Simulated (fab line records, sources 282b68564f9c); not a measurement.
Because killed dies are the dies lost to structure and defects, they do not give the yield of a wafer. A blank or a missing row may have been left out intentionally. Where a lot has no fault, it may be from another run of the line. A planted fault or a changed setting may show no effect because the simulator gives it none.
fab line records + flow rit-cmos
record:
- lots: 4
- wafers: 12
- last-day: 7
route steps=202 shown SDANNEAL@156 SILICIDE@161 CONTACT@168 M1@184
lots that met no fault: taken from a fault-free run of the same line
start-h: hours from the record's opening day to when the first of the lot's shown wafers began + wait-h: hours from the lot's prior step to this one + " identical to the entry in the row above + L1.1+2: one row covering several wafers at once + - no value, or no start given + * or withheld: withheld + < > ~ a bound
route shown NAME@n: NAME is a module with steps in the file, n the number in the route of the first one + usual: mean and standard deviation over wafers with no fault + same: alike in all rows + chamber/n: place in a boat + sites: each site's reading + _std_site: the values' standard deviation + _edge_site: the outer-site mean with the inner-site mean subtracted + radius-mm: for every site, how far away it sits from the centre of the wafer + mask NAME#n: copy n + behind: the tool/chamber that last shaped the wafer + hold: cause of the lot's hold/its duration in hours/its outcome + device: transistor that didn't switch, given as n, p or np + end of line: at the end of the route, the tests of the same wafers + a step without rows: its recipe alone + killed: count of dies lost to structure and defects at first sort (not the wafer's yield) + map: per-die view of a wafer (x killed, . not killed, _ where there is no die)
set.NAME: the setting the step ran with; set.NAME@STEP: the setting that earlier step ran with + model.NAME: the simulator's own value behind a step, which no gauge read
a table for each step, a row for each wafer; lots at some steps of the route
services: from which hour (start-h, from the record's first day; less than 0 if before it) a tool's chamber was out of use, for how many hours, and why
== steps ==
step: RIT_SDANNEAL_RTA_03
recipe:
- temp-c: 1050
- time-s: 5
- idle-temp-c: 600
- ramp-up-c-per-s: 342
- ramp-down-c-per-s: 171
- cool-to-c: 600
- ambient: N2
step: RIT_SILICIDE_WET_ETCH_00
recipe:
- chemistry: BOE
- target: SiO2
- target-depth-nm: 14
- time-s: 15
- dry: n2-spin
- dilution: 10:1
- temp-c: 21.5
step: RIT_SILICIDE_SPUTTER_01
recipe:
- material: Ti
- target-thk-nm: 30
- power-w: 350
- chamber-pressure-pa: 0.667
- gas: Ar
- time-s: 240
- substrate-temp-c: 25
step: RIT_SILICIDE_RTA_04
recipe:
- temp-c: 650
- time-s: 10
- idle-temp-c: 25
- ramp-up-s: 5
- ramp-down-s: 5
- cool-to-c: 25
- ambient: N2
step: RIT_SILICIDE_WET_ETCH_05
recipe:
- chemistry: SPM
- target: Ti
- temp-c: 90
- time-s: 120
- dry: n2-spin
step: RIT_SILICIDE_RTA_06
recipe:
- temp-c: 750
- time-s: 10.37
- idle-temp-c: 25
- ramp-up-s: 5
- ramp-down-s: 10
- cool-to-c: 25
- ambient: N2
step: RIT_CONTACT_CVD_00
recipe:
- material: SiO2
- target-thk-nm: 400
- precursor: TEOS
- temp-c: 390
- time-s: 61
- rf-w: 400
usual:
- heater-power-w: 304/49
| lot.wafer | tool     | chamber | start-h | wait-h | heater-power-w | since-wet-clean-h | model.SiO2_of_CONTACT_CVD_00.thk-nm |
|-----------|----------|---------|---------|--------|----------------|-------------------|-------------------------------------|
| L411.1    | pecvd-02 | 1       | 59.46   | 0.1    | 396            | 615               | 403.1                               |
| L411.2    | "        | 2       | "       | "      | 276            | 615               | 399.2                               |
| L411.4    | "        | 1       | "       | "      | 411            | -                 | 408.7                               |
| L420.2    | pecvd-02 | 1       | 108.62  | 0.0    | 407            | 664               | 119.2                               |
| L420.4    | "        | 2       | "       | "      | 256            | -                 | 120.5                               |
| L420.5    | "        | 1       | "       | "      | 422            | -                 | 119.2                               |
| L423.1    | pecvd-02 | 2       | 120.21  | 0.1    | 224            | 675               | 118.7                               |
| L423.3    | "        | 0       | "       | "      | 323            | 675               | 114.4                               |
| L423.4    | "        | 2       | "       | "      | 245            | -                 | 121.4                               |
| L434.1    | pecvd-01 | 0       | 171.85  | 0.1    | 361            | 1118              | 397.8                               |
| L434.2    | "        | 1       | "       | "      | 243            | 1118              | 393.9                               |
| L434.4    | "        | 0       | "       | "      | 274            | -                 | 399.1                               |
step: RIT_CONTACT_THK_MEAS_01
recipe:
- reads: SiO2_of_CONTACT_CVD_00
usual:
- CONTACT_TEOS_THK: 401/5.4
| lot.wafer | tool          | chamber | start-h | wait-h | CONTACT_TEOS_THK[nm] |
|-----------|---------------|---------|---------|--------|----------------------|
| L411.1    | film-metro-03 | -       | 59.51   | 0.0    | 403                  |
| L411.2    | "             | -       | "       | "      | 399                  |
| L411.4    | "             | -       | "       | "      | 409                  |
| L420.2    | film-metro-03 | -       | 108.68  | 0.0    | 119                  |
| L420.4    | "             | -       | "       | "      | 121                  |
| L420.5    | "             | -       | "       | "      | 119                  |
| L423.1    | film-metro-01 | -       | 120.27  | 0.0    | 119                  |
| L423.3    | "             | -       | "       | "      | 114                  |
| L423.4    | "             | -       | "       | "      | 121                  |
| L434.1    | film-metro-03 | -       | 171.90  | 0.0    | 398                  |
| L434.2    | "             | -       | "       | "      | 394                  |
| L434.4    | "             | -       | "       | "      | 399                  |
step: RIT_CONTACT_HMDS_02
recipe:
- prime-time-s: 60
- prime-temp-c: 140
step: RIT_CONTACT_COAT_03
recipe:
- resist: NOVOLAK
- spin-rpm: 3250
- resist-thk-nm: 1000
step: RIT_CONTACT_SOFTBAKE_04
recipe:
- resist: NOVOLAK
- temp-c: 90
- time-s: 60
step: RIT_CONTACT_EXPOSE_05
recipe:
- mask-id: M11
- na: 0.6
- source-shape: conventional
- sigma-outer: 0.5
- target-cd-nm: 1000
- dose-mj: 250
step: RIT_CONTACT_PEB_06
recipe:
- resist: NOVOLAK
- temp-c: withheld
- time-s: withheld
step: RIT_CONTACT_DEVELOP_07
recipe:
- resist: NOVOLAK
- develop-time-s: 120
- dev-temp-c: 23
step: RIT_CONTACT_HARDBAKE_10
recipe:
- resist: NOVOLAK
- temp-c: 140
- time-s: 60
step: RIT_CONTACT_ETCH_11
recipe:
- target-depth-a: 4800
- over-etch-frac: 0.2
- stop-on: TiSi2
- chemistry: CHF3/CF4/Ar
- target: SiO2
- CHF3_flow_sccm: 50
- cf4-flow-sccm: 10
- Ar_flow_sccm: 100
- O2_flow_sccm: 5
- pressure-mtorr: 100
- rf-w: 195
- time-s: 320
usual:
- drypump-motor-current-A: 5.9/0.46
- oes-product-au: 0.989/0.022
- throttle-valve-pct: 8.85/0.16
| lot.wafer | tool        | chamber | start-h | wait-h | drypump-motor-current-A | oes-product-au | rf-hours-counter-h | throttle-valve-pct | model.etch.depth-nm | model.CONTACT.feature-depth-nm |
|-----------|-------------|---------|---------|--------|-------------------------|----------------|--------------------|--------------------|---------------------|--------------------------------|
| L411.1    | rie-diel-02 | 3       | 61.01   | 0.1    | 6.0                     | 1.028          | 26                 | 8.85               | 403.1               | 403.1                          |
| L411.2    | "           | 1       | "       | "      | 5.7                     | 0.974          | 5                  | 8.68               | 399.2               | 399.2                          |
| L411.4    | "           | 2       | "       | "      | 5.7                     | 1.015          | 72                 | 8.90               | 408.7               | 408.7                          |
| L420.2    | rie-diel-02 | 1       | 110.34  | 0.1    | 5.7                     | 0.930          | 6                  | 8.67               | 119.2               | 119.2                          |
| L420.4    | "           | 3       | "       | "      | 6.1                     | 0.987          | 27                 | 8.86               | 120.5               | 120.5                          |
| L420.5    | "           | 1       | "       | "      | 5.7                     | 0.933          | -                  | 8.68               | 119.2               | 119.2                          |
| L423.1    | rie-diel-02 | 0       | 121.80  | 0.1    | 6.5                     | 0.940          | 130                | 8.80               | 118.7               | 118.7                          |
| L423.3    | "           | 2       | "       | "      | 5.7                     | 0.977          | 73                 | 8.90               | 114.4               | 114.4                          |
| L423.4    | "           | 3       | "       | "      | 6.0                     | 0.987          | 28                 | 8.85               | 121.4               | 121.4                          |
| L434.1    | rie-diel-01 | 0       | 173.23  | 0.1    | 6.5                     | 1.010          | 56                 | 8.65               | 397.8               | 397.8                          |
| L434.2    | "           | 2       | "       | "      | 5.7                     | 0.975          | 8                  | 9.11               | 393.9               | 393.8                          |
| L434.4    | "           | 3       | "       | "      | 5.0                     | 1.004          | 4                  | 8.82               | 399.1               | 399.1                          |
step: RIT_CONTACT_STRIP_12
recipe:
- chemistry: O2
- time-s: 180
- resist: NOVOLAK
- platen-temp-c: withheld
- power-w: 500
- pressure-mtorr: 4000
- o2-flow-sccm: 4000
step: RIT_CONTACT_CLEAN_13
recipe:
- chemistry: SC1
- mix: 3:3:50
- time-s: 600
- temp-c: 75
step: RIT_CONTACT_CLEAN_14
recipe:
- chemistry: SC2
- mix: 3:3:50
- time-s: 600
- temp-c: 75
- dry: n2-spin
step: RIT_M1_SPUTTER_00
recipe:
- material: Al
- target-thk-nm: 400
- power-w: 1934
- chamber-pressure-pa: 0.4
- gas: Ar
- time-s: 500
- substrate-temp-c: 25
step: RIT_M1_HMDS_03
recipe:
- prime-time-s: 60
- prime-temp-c: 140
step: RIT_M1_COAT_04
recipe:
- resist: NOVOLAK
- spin-rpm: 2000
- resist-thk-nm: 1300
step: RIT_M1_SOFTBAKE_05
recipe:
- resist: NOVOLAK
- temp-c: 90
- time-s: 60
step: RIT_M1_EXPOSE_06
recipe:
- mask-id: M12
- na: 0.6
- source-shape: conventional
- sigma-outer: 0.5
- target-cd-nm: 2600
- dose-mj: 250
step: RIT_M1_PEB_07
recipe:
- resist: NOVOLAK
- temp-c: withheld
- time-s: withheld
step: RIT_M1_DEVELOP_08
recipe:
- resist: NOVOLAK
- develop-time-s: 68
- dev-temp-c: 23
step: RIT_M1_HARDBAKE_11
recipe:
- resist: NOVOLAK
- temp-c: 140
- time-s: 120
step: RIT_M1_METAL_ETCH_12
recipe:
- stop-on: SiO2
- chemistry: Cl2/BCl3
- target: Al
- time-s: 165
- over-etch-frac: 0.5
- pressure-mtorr: 100
- target-depth-a: 6000
- rf-w: 250
- Cl2_flow_sccm: 60
- bcl3-flow-sccm: 50
usual:
- drypump-motor-current-A: 5.8/0.37
- oes-product-au: 0.753/0.0079
- throttle-valve-pct: 8.32/0.037
| lot.wafer | tool         | chamber | start-h | wait-h | drypump-motor-current-A | oes-product-au | rf-hours-counter-h | throttle-valve-pct | model.SiO2_of_CONTACT_CVD_00.thk-nm |
|-----------|--------------|---------|---------|--------|-------------------------|----------------|--------------------|--------------------|-------------------------------------|
| L411.1    | rie-metal-02 | 1       | 63.89   | 0.2    | 6.2                     | 0.746          | 1                  | 8.36               | 366.5                               |
| L411.2    | "            | 0       | "       | "      | 5.8                     | 0.754          | 1                  | 8.27               | 361.6                               |
| L411.4    | "            | 0       | "       | "      | 5.8                     | 0.748          | -                  | 8.27               | 371.2                               |
| L420.2    | rie-metal-02 | 1       | 113.13  | 0.2    | 6.2                     | 0.754          | 1                  | 8.36               | 82.81                               |
| L420.4    | "            | 0       | "       | "      | 5.8                     | 0.752          | -                  | 8.25               | 82.57                               |
| L420.5    | "            | 1       | "       | "      | 6.2                     | 0.751          | -                  | 8.35               | 82.4                                |
| L423.1    | rie-metal-02 | 1       | 124.81  | 0.2    | 6.2                     | 0.750          | 1                  | 8.37               | 81.84                               |
| L423.3    | "            | 1       | "       | "      | 6.2                     | 0.747          | -                  | 8.35               | 77.63                               |
| L423.4    | "            | 0       | "       | "      | 5.8                     | 0.759          | -                  | 8.27               | 83.52                               |
| L434.1    | rie-metal-02 | 0       | 176.03  | 0.2    | 5.8                     | 0.759          | 2                  | 8.26               | 360.1                               |
| L434.2    | "            | 1       | "       | "      | 6.2                     | 0.757          | 2                  | 8.35               | 357.1                               |
| L434.4    | "            | 0       | "       | "      | 5.8                     | 0.758          | -                  | 8.26               | 361.2                               |
step: RIT_M1_STRIP_13
recipe:
- chemistry: nmp
- resist: NOVOLAK
- temp-c: 80
- time-s: 600
- dry: n2-spin
step: RIT_M1_PROBE_99
usual:
- killed-at-front-end: 6.8/2.9
- killed-dies: 6.9/2.9
- killed-open: 3.3/1.9
- killed-short: 3.6/1.9
same:
- gross-dies: 264
- killed_at_M0_to_M3: 0
- killed_at_M4_up: 0
- killed-at-back-side: 0
- killed-at-contacts: 0
- killed-at-other: 0
| lot.wafer | tool      | chamber | start-h | wait-h | killed-at-front-end | killed-dies | killed-open | killed-short | model.etest.field-p-metal.vt-v | model.etest.nmos_0p15.junction-log10-a-um | model.etest.nmos-narrow.off-log10-a-um | model.etest.gate-end-array.leak-log10-a-um | model.etest.nmos_0p3.off-log10-a-um | model.etest.pmos_0p15.junction-log10-a-um | model.etest.contact-diode-array.leak-log10-a | model.etest.pmos_0p3.off-log10-a-um |
|-----------|-----------|---------|---------|--------|---------------------|-------------|-------------|--------------|--------------------------------|-------------------------------------------|----------------------------------------|--------------------------------------------|-------------------------------------|-------------------------------------------|----------------------------------------------|-------------------------------------|
| L411.1    | prober-02 | -       | 66.14   | 0.1    | 6                   | 6           | 2           | 4            | -30.8                          | -13.45                                    | -13.15                                 | -12.9                                      | -13.1                               | -13.86                                    | -9.494                                       | -13.09                              |
| L411.2    | prober-02 | -       | 66.19   | 0.1    | 9                   | 9           | 5           | 4            | -29.58                         | -13.68                                    | -13.2                                  | -12.86                                     | -13                                 | -13.75                                    | -9.62                                        | -13                                 |
| L411.4    | prober-02 | -       | 66.29   | 0.2    | 7                   | 7           | 3           | 4            | -30.82                         | -13.37                                    | -13.13                                 | -12.96                                     | -13.14                              | -13.82                                    | -9.254                                       | -12.94                              |
| L420.2    | prober-01 | -       | 115.43  | 0.1    | 2                   | 2           | 1           | 1            | -15.93                         | -9.312                                    | -9.312                                 | -9.158                                     | -9.312                              | -10.31                                    | -6.046                                       | -10.31                              |
| L420.4    | prober-01 | -       | 115.53  | 0.2    | 6                   | 6           | 4           | 2            | -15.77                         | -9.393                                    | -9.392                                 | -9.207                                     | -9.392                              | -10.39                                    | -6.09                                        | -10.39                              |
| L420.5    | prober-01 | -       | 115.58  | 0.2    | 3                   | 3           | 1           | 2            | -15.17                         | -9.296                                    | -9.296                                 | -9.232                                     | -9.296                              | -10.3                                     | -5.959                                       | -10.29                              |
| L423.1    | prober-01 | -       | 127.08  | 0.1    | 8                   | 8           | 5           | 3            | -15.69                         | -9.127                                    | -9.127                                 | -8.929                                     | -9.127                              | -10.13                                    | -5.757                                       | -10.13                              |
| L423.3    | prober-01 | -       | 127.18  | 0.2    | 5                   | 5           | 1           | 4            | -16.14                         | -8.923                                    | -8.923                                 | -8.722                                     | -8.923                              | -9.923                                    | -5.59                                        | -9.922                              |
| L423.4    | prober-01 | -       | 127.23  | 0.2    | 8                   | 8           | 3           | 5            | -15.93                         | -9.195                                    | -9.195                                 | -9.025                                     | -9.195                              | -10.2                                     | -5.916                                       | -10.2                               |
| L434.1    | prober-02 | -       | 178.28  | 0.1    | 6                   | 6           | 3           | 3            | -28.04                         | -13.4                                     | -13.1                                  | -12.72                                     | -12.94                              | -14.05                                    | -9.661                                       | -12.74                              |
| L434.2    | prober-02 | -       | 178.33  | 0.1    | 5                   | 5           | 4           | 1            | -28.53                         | -13.54                                    | -13.19                                 | -12.76                                     | -12.98                              | -13.72                                    | -9.162                                       | -12.74                              |
| L434.4    | prober-02 | -       | 178.43  | 0.2    | 11                  | 11          | 6           | 5            | -29.03                         | -13.45                                    | -13.11                                 | -12.73                                     | -13                                 | -13.72                                    | -9.402                                       | -12.79                              |
killed by level:class
L411.1 FOX2:geometric-particle:short=2 SPACER:geometric-particle:short=2 FOX2:geometric-particle:open=1 GATE:geometric-particle:open=1
L411.2 FOX2:geometric-particle:short=2 ACTIVE:geometric-particle:open=1 FOX1:geometric-particle:open=1 FOX1:geometric-particle:short=1 SPACER:geometric-particle:open=1 FOX2:geometric-particle:open=1 GATE:geometric-particle:short=1 GATE:geometric-particle:open=1
L411.4 GATE:geometric-particle:short=2 FOX1:geometric-particle:short=1 FOX1:geometric-particle:open=1 FOX2:geometric-particle:short=1 GATE:geometric-particle:open=1 SILICIDE:geometric-particle:open=1
L420.2 FOX2:geometric-particle:open=1 SPACER:geometric-particle:short=1
L420.4 GATE:geometric-particle:open=3 FOX1:geometric-particle:short=1 GATE:geometric-particle:short=1 SILICIDE:geometric-particle:open=1
L420.5 SPACER:geometric-particle:short=1 SILICIDE:geometric-particle:open=1 SILICIDE:geometric-particle:short=1
L423.1 GATE:geometric-particle:open=3 FOX1:geometric-particle:open=1 GATE:geometric-particle:short=1 REOX:geometric-particle:open=1 REOX:geometric-particle:short=1 SILICIDE:geometric-particle:short=1
L423.3 SILICIDE:geometric-particle:short=2 FOX1:geometric-particle:short=1 GATE:geometric-particle:short=1 SILICIDE:geometric-particle:open=1
L423.4 FOX1:geometric-particle:short=2 GATE:geometric-particle:open=2 GATE:geometric-particle:short=2 SPACER:geometric-particle:short=1 SILICIDE:geometric-particle:open=1
L434.1 GATE:geometric-particle:short=2 GATE:geometric-particle:open=2 FOX1:geometric-particle:short=1 FOX1:geometric-particle:open=1
L434.2 FOX1:geometric-particle:open=1 REOX:geometric-particle:open=1 SPACER:geometric-particle:open=1 SILICIDE:geometric-particle:short=1 SILICIDE:geometric-particle:open=1
L434.4 REOX:geometric-particle:short=3 REOX:geometric-particle:open=2 FOX1:geometric-particle:open=1 FOX2:geometric-particle:open=1 GATE:geometric-particle:open=1 SPACER:geometric-particle:short=1 SILICIDE:geometric-particle:short=1 SILICIDE:geometric-particle:open=1
== services ==
| tool        | chamber | start-h | hours | kind   |
|-------------|---------|---------|-------|--------|
| pecvd-01    | -       | 50.11   | 4.8   | repair |
| rie-diel-01 | 2       | 67.31   | 4.3   | repair |
| pecvd-02    | -       | 94.93   | 0.8   | repair |
| rie-diel-01 | 3       | 113.13  | 12.9  | repair |
| pecvd-02    | -       | 128.43  | 2.8   | pm     |
| rie-diel-02 | -       | 154.74  | 1.4   | repair |
== key ==
first-sign:
- step: RIT_CONTACT_THK_MEAS_01
- reading: CONTACT_TEOS_THK
- direction: down
- sigmas: 52
- usual: 401
- struck: 119
effect none on later readings
model-effect:
- step: RIT_CONTACT_CVD_00
- value: SiO2_of_CONTACT_CVD_00.thk-nm
- without: 401.8
- struck: 118.9
model-effect:
- step: RIT_CONTACT_ETCH_11
- value: etch.depth-nm
- without: 401.8
- struck: 118.9
model-effect:
- step: RIT_M1_METAL_ETCH_12
- value: SiO2_of_CONTACT_CVD_00.thk-nm
- without: 364.7
- struck: 81.79
model-effect:
- step: RIT_M1_PROBE_99
- value: etest.field-p-metal.vt-v
- without: -30.45
- struck: -15.77
met-at RIT_CONTACT_CVD_00
struck-wafers L420.2,L420.4,L420.5,L423.1,L423.3,L423.4
tester-left-out L420,L423
onset-between 59.46 108.62
fault:
- kind: process-parameter-drift
- tool: pecvd-02
- chamber: -
- onset-h: 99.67
- steps: RIT_CONTACT_CVD_00
- channel: target-thk-nm
- offset: -282.88
- shape: step
- end-h: 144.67
- stated: 400
tester-left-out: of these lots the tester's yield and bins aren't shown, on N5 and GAA mostly nor the transistor test; their killed dies are dies lost to structure and defects alone, not to doping, threshold or leakage, so they don't give the yield
